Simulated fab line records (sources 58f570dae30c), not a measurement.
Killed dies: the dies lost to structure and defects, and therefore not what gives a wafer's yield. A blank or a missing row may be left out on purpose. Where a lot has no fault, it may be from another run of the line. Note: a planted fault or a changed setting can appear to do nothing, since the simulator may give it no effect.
Problem report in the 8D (eight disciplines) form, filled by code | flow berkeley cmos170 | the parts of the form that need people (team, actions taken, sign-off) are left out

## 1. THE PROBLEM
Mean SCREENOX_OXIDE_THK at UCB170_SCREENOX_THK_MEAS_02: 5.96 nm over 12 wafers in 4 lots; fault-free wafers: 14.21 nm, standard deviation 0.24. Measured from the usual mean, that is -34 standard deviations.
Earliest sighting: wafer L848.1 on film metro-04 at day 9 16:10. The record has a number at this step for 48 wafers belonging to 16 lots. Rule for "out" (also "out of limits"): further than 4 standard deviations from the usual mean. All remaining wafers that have a number are taken as sound.

## 2. WHAT IT IS; WHAT IT IS NOT
question                    | is                                          | is not
which readings at this step | SCREENOX_OXIDE_THK                          | -
which lots                  | L848, L849, L850, L851                      | L833, L834, L836, L837, L839, L844, L845, L846, L847, L852, L853, L856
which wafers of those lots  | all that have a number                      | -
read on which gauges        | film metro-01, film metro-02, film metro-04 | -
when                        | from day 9 16:10                            | up to then (27 sound wafers); but 9 sound wafers of L852, L853, L856 came after

## 3. THE SUSPECTS, EACH WITH WHAT RULES IT OUT
Counting: any tool at a process step up to the reading is kept as a suspect provided that every lot that is out went through it and no sound lot did after the first of them.
- ruled out: the gauge at UCB170_SCREENOX_THK_MEAS_02. 3 gauges (film metro-01, film metro-02, film metro-04) read the wafers that are out.
- furnace-04 at UCB170_SCREENOX_OXIDATION_01 (target thk 14.4 nm, ox time 2400 s): kept. All lots that are out passed through it, beginning with L848 at day 9 14:30, and no sound lot followed; its final sound lot before that point was L845 at day 9 05:50.
The count leaves furnace-04 at UCB170_SCREENOX_OXIDATION_01.

## 4. THE CAUSE (what the simulator had put in)
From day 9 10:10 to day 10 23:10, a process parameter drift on furnace-04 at UCB170_SCREENOX_OXIDATION_01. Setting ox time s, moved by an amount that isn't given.
This tool alone remained once counting was done.

## 5. THE EFFECT CHAIN, in route order
One row per reading whose mean, taken over the struck wafers that have a number, lies over 3 standard deviations from the usual. Only readings whose record carries a usual standard deviation are examined. hours: median over the lots of the time between each lot's start at the first step of this table that gives one and its start at this step. sigmas: the change, counted in usual standard deviations.
hours | step                        | reading            | usual    | on struck wafers | change | sigmas
0     | UCB170_SCREENOX_THK_MEAS_02 | SCREENOX_OXIDE_THK | 14.21 nm | 5.96             | -8.25  | -34
Later measuring or inspecting steps at which every struck wafer that the step has a row for has a number for every such reading, and none has moved that far: UCB170_FIELD_THK_MEAS_91.

## 6. HOW IT WOULD HAVE BEEN CAUGHT EARLIER
Counted from the fault's start at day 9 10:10, it took 6 hours until the first out-of-limits reading at a measuring or inspecting step in this record, taken at day 9 16:10.
Among the 4 lots that are out, L851 began UCB170_SCREENOX_OXIDATION_01 on furnace-04 after day 9 16:10. Putting the tool on hold at that point would have spared it.
